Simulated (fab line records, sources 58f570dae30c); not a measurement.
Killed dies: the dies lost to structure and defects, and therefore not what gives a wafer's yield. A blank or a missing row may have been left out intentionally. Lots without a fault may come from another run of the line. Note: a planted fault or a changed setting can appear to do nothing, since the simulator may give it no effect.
Struck lot and sound lot, side by side	flow berkeley cmos170	14 out of 331 route steps
Sound: the wafers L136.1, L136.3, L136.5. Struck: wafer L141.4. The cause is named last.
Per side, at each step with rows, come the tool, then ch with its chambers, and then its first start. Under that, the readings that differ: sound wafers	struck wafers	difference of the means	sigmas: that difference in standard deviations of wafers without a fault.
alike: readings whose means differ by less than 2 such deviations, and words and numbers that are the same on both sides. not compared: withheld readings, readings that some wafer has no value for, bounds like >300 that may hide the same value, and numbers for which the record gives no deviation and whose values overlap.
The two part at a step that has a row with sigmas, a row that says differs or no value, or rows on one side only. When numbers do not overlap yet have no deviation, they are printed without sigmas and do not part them. Lack of a reading on every wafer of one side parts them only where that side has two or more wafers.

first, 2 steps without rows for these wafers: UCB170_NLDD_PEB_04; UCB170_NLDD_DEVELOP_05 (develop time 45 s).
UCB170_NLDD_CD_MEAS_06 targets a cd of 1200 nm.
  sound on cd sem-01 at day 7 17:10; struck on cd sem-02 at day 9 04:56
  alike: cd nm
UCB170_NLDD_OVL_MEAS_07:
  sound on overlay-01 at day 7 17:19; struck on overlay-01 at day 9 05:01
  alike: NLDD_OVL
then, 2 steps without rows for these wafers: UCB170_NLDD_IMPLANT_08; UCB170_NLDD_IMPLANT_09.
UCB170_NLDD_STRIP_10: strips in O2.
  sound on plasma asher-01 ch 0,1, day 7 17:38; struck on plasma asher-01 ch 1, day 9 05:22
reading	sound	struck	difference	sigmas
oes product au (a.u.)	0.736 0.736 0.730	0.724	-0.010	-2
  alike: drypump motor current A, strip time to endpoint s
  not compared: rf hours counter h
UCB170_NLDD_TW_MEAS_11:
  sound on film metro-03 at day 7 17:44; struck on film metro-03 at day 9 05:28
  alike: NLDD_TW
then, 1 step without rows for these wafers: UCB170_NLDD_CLEAN_12 (cleans in SPM, time 600 s).
UCB170_SPACER_CVD_00: deposits SiO2 from TEOS/O2, target thk 376 nm, time 47 s.
  sound on pecvd-02 ch 0,1, day 7 17:59; struck on pecvd-03 ch 2, day 9 05:46
  alike: heater power w
UCB170_SPACER_THK_MEAS_01:
  sound on film metro-02 at day 7 18:01; struck on film metro-02 at day 9 05:49
  alike: SPACER_TEOS_THK
then, 1 step without rows for these wafers: UCB170_SPACER_ANNEAL_02 (time 1800 s).
UCB170_SPACER_ETCHBACK_03: etches SiO2 in CHF3/CF4/Ar, stops on Si, target depth 376 nm, time 100 s.
  sound on rie diel-04 ch 0,1,2, day 7 23:32; struck on rie diel-04 ch 0, day 9 10:28
reading	sound	struck	difference	sigmas
oes product au (a.u.)	0.893 0.886 0.882	0.767	-0.120	-8
model.etch.depth nm (nm)	372.7 377.3 380.8	303.2	-73.7	
  alike: CHF3_flow_sccm, drypump motor current A, throttle valve pct
  not compared: rf hours counter h
then, 1 step without rows for these wafers: UCB170_PSD_HMDS_00 (prime time 60 s).

== WHERE THEY PART ==
First at UCB170_NLDD_STRIP_10; last, within this record, at UCB170_SPACER_ETCHBACK_03.

WHY: whatever the simulator had introduced
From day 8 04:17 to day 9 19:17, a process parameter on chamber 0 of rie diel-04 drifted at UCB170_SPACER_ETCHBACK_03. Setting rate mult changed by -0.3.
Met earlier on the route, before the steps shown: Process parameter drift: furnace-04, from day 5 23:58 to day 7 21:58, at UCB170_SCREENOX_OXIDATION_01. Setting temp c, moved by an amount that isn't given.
